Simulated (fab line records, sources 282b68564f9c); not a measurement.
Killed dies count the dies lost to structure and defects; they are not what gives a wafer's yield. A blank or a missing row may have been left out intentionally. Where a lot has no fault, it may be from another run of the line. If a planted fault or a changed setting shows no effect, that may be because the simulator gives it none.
fab line records + flow rit_cmos
record
- lots=13
- wafers=39
- last_day=7
route steps=202 shown NLDD@111 M1@202
lots with no fault: from the same line, run without faults
start_h: start of the lot's first displayed wafer, in hours after the record's first day + wait_h: hours elapsed since this lot's preceding step + " the same as in the row above + L1.1+2: a single row standing in for several wafers + - value missing, or start not given + * or withheld: withheld + < > ~ a bound
route shown NAME@n: names a module that has steps shown in the file, with the first one's number in the route + usual: average and standard deviation across the fault-free wafers + same: alike in all rows + chamber/n: place in a boat + sites: per-site readings + _std_site: standard deviation across them + _edge_site: outer sites' mean less inner sites' + radius_mm: for every site, how far away it sits from the centre of the wafer + mask NAME#n: copy n + behind: the most recent tool/chamber to have shaped the wafer + hold: why the lot went on hold/how many hours it stayed there/how the hold came to an end + device: whichever transistor did not switch (one of n, p or np) + end of line: tests of these same wafers at the route's end + a step given without rows: its recipe and nothing more + killed: dies lost to structure and defects at the first sort, not the wafer's yield + map: dies across one wafer; x = killed, . = not, _ = none there
set.NAME: setting as actually run; set.NAME@STEP: the setting as run at that earlier step + model.NAME: the simulator's own value behind a step, which no gauge read
steps of the route over a sample of lots; a table a step, a row a wafer
services: when a tool's chamber went out of use (start_h, in hours from the record's first day, below 0 if earlier), for how many hours, and the reason
## steps
# step RIT_NLDD_IMPLANT_08
# recipe
- species=P
- energy_kev=20
- dose_cm2=5e+14
- tilt_deg=7
# usual
- dose_ions_cm2=5.001e+14/5.8e+11
- end_station_pressure_torr=6.23e-06/2.9e-07
- faraday_current_uA=1575/33
| lot.wafer | tool         | chamber | start_h | wait_h | dose_ions_cm2 | end_station_pressure_torr | faraday_current_uA |
|-----------|--------------|---------|---------|--------|---------------|---------------------------|--------------------|
| L773.2    | implanter-01 | 0       | 50.72   | 0.1    | 5.006e+14     | 6.24e-06                  | 1597               |
| L773.4    | "            | 0       | "       | "      | 5.01e+14      | 6.06e-06                  | 1629               |
| L773.6    | "            | 0       | "       | "      | 5.012e+14     | 6.39e-06                  | 1634               |
| L774.1    | implanter-01 | 0       | 51.85   | 0.1    | 5.003e+14     | 6.42e-06                  | 1624               |
| L774.2    | "            | 0       | "       | "      | 5.002e+14     | 6.39e-06                  | 1567               |
| L774.3    | "            | 0       | "       | "      | 5.007e+14     | 6.34e-06                  | 1586               |
| L779.2    | implanter-02 | 0       | 72.48   | 0.1    | 5.001e+14     | 5.61e-06                  | 1575               |
| L779.3    | "            | 0       | "       | "      | 5e+14         | 6e-06                     | 1549               |
| L779.6    | "            | 0       | "       | "      | 4.995e+14     | 6.66e-06                  | 1588               |
| L781.3    | implanter-02 | 0       | 82.04   | 0.1    | 7.094e+14     | 6.28e-06                  | 2221               |
| L781.5    | "            | 0       | "       | "      | 7.091e+14     | 6.98e-06                  | 2282               |
| L781.6    | "            | 0       | "       | "      | 7.1e+14       | 6.53e-06                  | 2269               |
| L782.1    | implanter-02 | 0       | 85.96   | 0.1    | 7.099e+14     | 7.54e-06                  | 2210               |
| L782.2    | "            | 0       | "       | "      | 7.1e+14       | 7.04e-06                  | 2192               |
| L782.6    | "            | 0       | "       | "      | 7.104e+14     | 6.97e-06                  | 2245               |
| L784.2    | implanter-02 | 0       | 97.18   | 0.1    | 7.106e+14     | 7.14e-06                  | 2220               |
| L784.4    | "            | 0       | "       | "      | 7.11e+14      | 6.61e-06                  | 2273               |
| L784.6    | "            | 0       | "       | "      | 7.105e+14     | 7.07e-06                  | 2248               |
| L785.1    | implanter-01 | 0       | 101.52  | 0.1    | 5.009e+14     | 6.38e-06                  | 1600               |
| L785.4    | "            | 0       | "       | "      | 5.005e+14     | 6.42e-06                  | 1584               |
| L785.6    | "            | 0       | "       | "      | 5.008e+14     | 6.29e-06                  | 1651               |
| L786.2    | implanter-03 | 0       | 105.95  | 0.1    | 4.995e+14     | 5.96e-06                  | 1493               |
| L786.3    | "            | 0       | "       | "      | 5.001e+14     | 6.43e-06                  | 1566               |
| L786.6    | "            | 0       | "       | "      | 5.004e+14     | 6.86e-06                  | 1673               |
| L787.2    | implanter-03 | 0       | 110.77  | 0.1    | 4.994e+14     | 6.43e-06                  | 1595               |
| L787.4    | "            | 0       | "       | "      | 4.998e+14     | 6.33e-06                  | 1665               |
| L787.5    | "            | 0       | "       | "      | 4.993e+14     | 6.15e-06                  | 1575               |
| L791.1    | implanter-01 | 0       | 131.73  | 0.1    | 5.001e+14     | 5.86e-06                  | 1602               |
| L791.3    | "            | 0       | "       | "      | 4.996e+14     | 6.09e-06                  | 1564               |
| L791.4    | "            | 0       | "       | "      | 4.998e+14     | 5.83e-06                  | 1576               |
| L793.1    | implanter-01 | 0       | 140.88  | 0.1    | 5.001e+14     | 5.61e-06                  | 1610               |
| L793.3    | "            | 0       | "       | "      | 4.997e+14     | 6.02e-06                  | 1556               |
| L793.4    | "            | 0       | "       | "      | 4.996e+14     | 5.72e-06                  | 1574               |
| L794.1    | implanter-03 | 0       | 147.28  | 0.1    | 5.003e+14     | 6.09e-06                  | 1593               |
| L794.3    | "            | 0       | "       | "      | 4.998e+14     | 6.06e-06                  | 1579               |
| L794.4    | "            | 0       | "       | "      | 4.999e+14     | 6.25e-06                  | 1581               |
| L796.1    | implanter-03 | 0       | 156.84  | 0.1    | 4.998e+14     | 6.58e-06                  | 1631               |
| L796.2    | "            | 0       | "       | "      | 4.998e+14     | 5.77e-06                  | 1625               |
| L796.4    | "            | 0       | "       | "      | 4.997e+14     | 6.39e-06                  | 1620               |
# step RIT_NLDD_TW_MEAS_10
# usual
- NLDD_TW=2488/21
| lot.wafer | tool          | chamber | start_h | wait_h | NLDD_TW |
|-----------|---------------|---------|---------|--------|---------|
| L773.2    | film_metro-02 | -       | 51.03   | 0.1    | 2503    |
| L773.4    | "             | -       | "       | "      | 2497    |
| L773.6    | "             | -       | "       | "      | 2496    |
| L774.1    | film_metro-02 | -       | 52.18   | 0.1    | 2507    |
| L774.2    | "             | -       | "       | "      | 2515    |
| L774.3    | "             | -       | "       | "      | 2496    |
| L779.2    | film_metro-03 | -       | 72.79   | 0.1    | 2496    |
| L779.3    | "             | -       | "       | "      | 2497    |
| L779.6    | "             | -       | "       | "      | 2501    |
| L781.3    | film_metro-01 | -       | 82.34   | 0.1    | 2698    |
| L781.5    | "             | -       | "       | "      | 2698    |
| L781.6    | "             | -       | "       | "      | 2698    |
| L782.1    | film_metro-01 | -       | 86.29   | 0.1    | 2685    |
| L782.2    | "             | -       | "       | "      | 2693    |
| L782.6    | "             | -       | "       | "      | 2702    |
| L784.2    | film_metro-02 | -       | 97.49   | 0.1    | 2748    |
| L784.4    | "             | -       | "       | "      | 2743    |
| L784.6    | "             | -       | "       | "      | 2757    |
| L785.1    | film_metro-01 | -       | 101.85  | 0.1    | 2448    |
| L785.4    | "             | -       | "       | "      | 2459    |
| L785.6    | "             | -       | "       | "      | 2455    |
| L786.2    | film_metro-03 | -       | 106.26  | 0.1    | 2506    |
| L786.3    | "             | -       | "       | "      | 2496    |
| L786.6    | "             | -       | "       | "      | 2503    |
| L787.2    | film_metro-03 | -       | 111.08  | 0.1    | 2488    |
| L787.4    | "             | -       | "       | "      | 2488    |
| L787.5    | "             | -       | "       | "      | 2494    |
| L791.1    | film_metro-03 | -       | 132.05  | 0.1    | 2493    |
| L791.3    | "             | -       | "       | "      | 2476    |
| L791.4    | "             | -       | "       | "      | 2503    |
| L793.1    | film_metro-01 | -       | 141.21  | 0.1    | 2482    |
| L793.3    | "             | -       | "       | "      | 2484    |
| L793.4    | "             | -       | "       | "      | 2476    |
| L794.1    | film_metro-01 | -       | 147.61  | 0.1    | 2461    |
| L794.3    | "             | -       | "       | "      | 2470    |
| L794.4    | "             | -       | "       | "      | 2461    |
| L796.1    | film_metro-01 | -       | 157.17  | 0.1    | 2462    |
| L796.2    | "             | -       | "       | "      | 2459    |
| L796.4    | "             | -       | "       | "      | 2462    |
# step RIT_SDANNEAL_RS_MEAS_07
# recipe
- thk_meas_gauge=four-point-probe
# usual
- NLDD_RS=151.4/0.56
| lot.wafer | tool          | chamber | start_h | wait_h | NLDD_RS[ohm/sq] |
|-----------|---------------|---------|---------|--------|-----------------|
| L773.2    | film_metro-03 | -       | 58.97   | 0.1    | 151.1           |
| L773.4    | "             | -       | "       | "      | 151.2           |
| L773.6    | "             | -       | "       | "      | 151.5           |
| L774.1    | film_metro-02 | -       | 59.99   | 0.1    | 151.2           |
| L774.2    | "             | -       | "       | "      | 150.6           |
| L774.3    | "             | -       | "       | "      | 150.7           |
| L779.2    | film_metro-02 | -       | 80.67   | 0.1    | 151.2           |
| L779.3    | "             | -       | "       | "      | 150.9           |
| L779.6    | "             | -       | "       | "      | 151.5           |
| L781.3    | film_metro-02 | -       | 90.24   | 0.1    | 113.6           |
| L781.5    | "             | -       | "       | "      | 113.6           |
| L781.6    | "             | -       | "       | "      | 113.5           |
| L782.1    | film_metro-02 | -       | 94.28   | 0.1    | 114.2           |
| L782.2    | "             | -       | "       | "      | 114.1           |
| L782.6    | "             | -       | "       | "      | 114.2           |
| L784.2    | film_metro-02 | -       | 105.37  | 0.1    | 114.0           |
| L784.4    | "             | -       | "       | "      | 114.5           |
| L784.6    | "             | -       | "       | "      | 114.7           |
| L785.1    | film_metro-02 | -       | 109.61  | 0.1    | 152.0           |
| L785.4    | "             | -       | "       | "      | 151.9           |
| L785.6    | "             | -       | "       | "      | 151.5           |
| L786.2    | film_metro-01 | -       | 114.57  | 0.1    | 151.4           |
| L786.3    | "             | -       | "       | "      | 151.5           |
| L786.6    | "             | -       | "       | "      | 151.7           |
| L787.2    | film_metro-01 | -       | 120.06  | 0.1    | 151.6           |
| L787.4    | "             | -       | "       | "      | 152.0           |
| L787.5    | "             | -       | "       | "      | 151.6           |
| L791.1    | film_metro-02 | -       | 139.85  | 0.1    | 151.3           |
| L791.3    | "             | -       | "       | "      | 151.3           |
| L791.4    | "             | -       | "       | "      | 150.8           |
| L793.1    | film_metro-01 | -       | 149.56  | 0.1    | 152.0           |
| L793.3    | "             | -       | "       | "      | 151.6           |
| L793.4    | "             | -       | "       | "      | 152.2           |
| L794.1    | film_metro-03 | -       | 155.39  | 0.1    | 150.6           |
| L794.3    | "             | -       | "       | "      | 150.6           |
| L794.4    | "             | -       | "       | "      | 151.3           |
| L796.1    | film_metro-02 | -       | 165.14  | 0.1    | 151.5           |
| L796.2    | "             | -       | "       | "      | 151.7           |
| L796.4    | "             | -       | "       | "      | 151.8           |
# step RIT_M1_PROBE_99
# usual
- killed_at_contacts=0.0/0.22
- killed_at_front_end=7/3.2
- killed_dies=7/3.2
- killed_open=3.2/2.1
- killed_short=3.5/2.2
# same
- gross_dies=264
- killed_at_M0_to_M3=0
- killed_at_M4_up=0
- killed_at_back_side=0
- killed_at_other=0
| lot.wafer | tool      | chamber | start_h | wait_h | killed_at_contacts | killed_at_front_end | killed_dies | killed_open | killed_short |
|-----------|-----------|---------|---------|--------|--------------------|---------------------|-------------|-------------|--------------|
| L779.2    | prober-02 | -       | 87.74   | 0.1    | 0                  | 7                   | 7           | 3           | 4            |
| L782.1    | prober-01 | -       | 101.30  | 0.1    | 0                  | 9                   | 9           | 3           | 6            |
| L782.2    | prober-01 | -       | 101.35  | 0.1    | 0                  | 4                   | 4           | 2           | 2            |
| L784.2    | prober-01 | -       | 113.52  | 0.1    | 0                  | 9                   | 9           | 4           | 5            |
| L784.4    | prober-01 | -       | 113.62  | 0.2    | 1                  | 10                  | 11          | 7           | 4            |
| L784.6    | prober-01 | -       | 113.72  | 0.2    | 0                  | 13                  | 13          | 4           | 9            |
| L787.2    | prober-02 | -       | 128.13  | 0.1    | 0                  | 14                  | 14          | 9           | 5            |
| L787.4    | prober-02 | -       | 128.23  | 0.2    | 0                  | 6                   | 6           | 5           | 1            |
| L787.5    | prober-02 | -       | 128.28  | 0.2    | 1                  | 11                  | 12          | 6           | 6            |
# killed by level:class
L779.2 GATE:geometric_particle:open=2 GATE:geometric_particle:short=2 REOX:geometric_particle:short=1 SILICIDE:geometric_particle:open=1 SILICIDE:geometric_particle:short=1
L782.1 REOX:geometric_particle:short=3 FOX1:geometric_particle:open=1 GATE:geometric_particle:short=1 SILICIDE:geometric_particle:short=1 REOX:geometric_particle:open=1 SPACER:geometric_particle:short=1 SPACER:geometric_particle:open=1
L782.2 GATE:geometric_particle:short=2 REOX:geometric_particle:open=2
L784.2 SPACER:geometric_particle:short=3 FOX1:geometric_particle:open=1 FOX2:geometric_particle:open=1 GATE:geometric_particle:short=1 REOX:geometric_particle:open=1 SPACER:geometric_particle:open=1 SILICIDE:geometric_particle:short=1
L784.4 REOX:geometric_particle:open=3 SPACER:geometric_particle:open=2 FOX1:geometric_particle:short=1 FOX1:geometric_particle:open=1 FOX2:geometric_particle:short=1 GATE:geometric_particle:short=1 SPACER:geometric_particle:short=1 CONTACT:geometric_particle:open=1
L784.6 FOX1:geometric_particle:short=2 REOX:geometric_particle:short=2 SPACER:geometric_particle:short=2 SILICIDE:geometric_particle:open=2 FOX2:geometric_particle:short=1 FOX2:geometric_particle:open=1 GATE:geometric_particle:short=1 SPACER:geometric_particle:open=1
L787.2 GATE:geometric_particle:open=4 REOX:geometric_particle:short=2 SPACER:geometric_particle:short=2 SILICIDE:geometric_particle:open=2 ACTIVE:geometric_particle:open=1 GATE:geometric_particle:short=1 FOX2:geometric_particle:open=1 REOX:geometric_particle:open=1
L787.4 FOX1:geometric_particle:open=1 FOX2:geometric_particle:open=1 GATE:geometric_particle:open=1 REOX:geometric_particle:open=1 REOX:geometric_particle:short=1 SILICIDE:geometric_particle:open=1
L787.5 GATE:geometric_particle:short=3 REOX:geometric_particle:open=2 FOX1:geometric_particle:open=1 FOX2:geometric_particle:open=1 GATE:geometric_particle:open=1 REOX:geometric_particle:short=1 SILICIDE:geometric_particle:short=1 SILICIDE:geometric_particle:open=1
## services
| tool         | chamber | start_h | hours | kind |
|--------------|---------|---------|-------|------|
| implanter-01 | -       | 83.52   | 4.2   | pm   |
## key
first_sign
- step=RIT_NLDD_IMPLANT_08
- reading=dose_ions_cm2
- direction=up
- sigmas=99+
- usual=5.001e+14
- struck=7.101e+14
effect
- step=RIT_NLDD_IMPLANT_08
- reading=faraday_current_uA
- direction=up
- sigmas=20
- usual=1575
- struck=2240
effect
- step=RIT_NLDD_TW_MEAS_10
- reading=NLDD_TW
- direction=up
- sigmas=11
- usual=2488
- struck=2714
effect
- step=RIT_SDANNEAL_RS_MEAS_07
- reading=NLDD_RS
- direction=down
- sigmas=66
- usual=151.4
- struck=114.0
met_at RIT_NLDD_IMPLANT_08
struck_lots L781,L782,L784
tester_left_out L781,L782,L784
onset_between 72.48 82.04
fault
- kind=process_parameter_drift
- tool=implanter-02
- chamber=-
- onset_h=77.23
- steps=RIT_NLDD_IMPLANT_08
- channel=dose_cm2
- offset=2.1e+14
- shape=step
- end_h=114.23
- acts_in=these_recipes_only
- stated=5e+14
# tester_left_out: of these lots the tester's yield and bins aren't shown, on N5 and GAA mostly nor the transistor test; their killed dies are dies lost to structure and defects alone, not to doping, threshold or leakage, so they don't give the yield
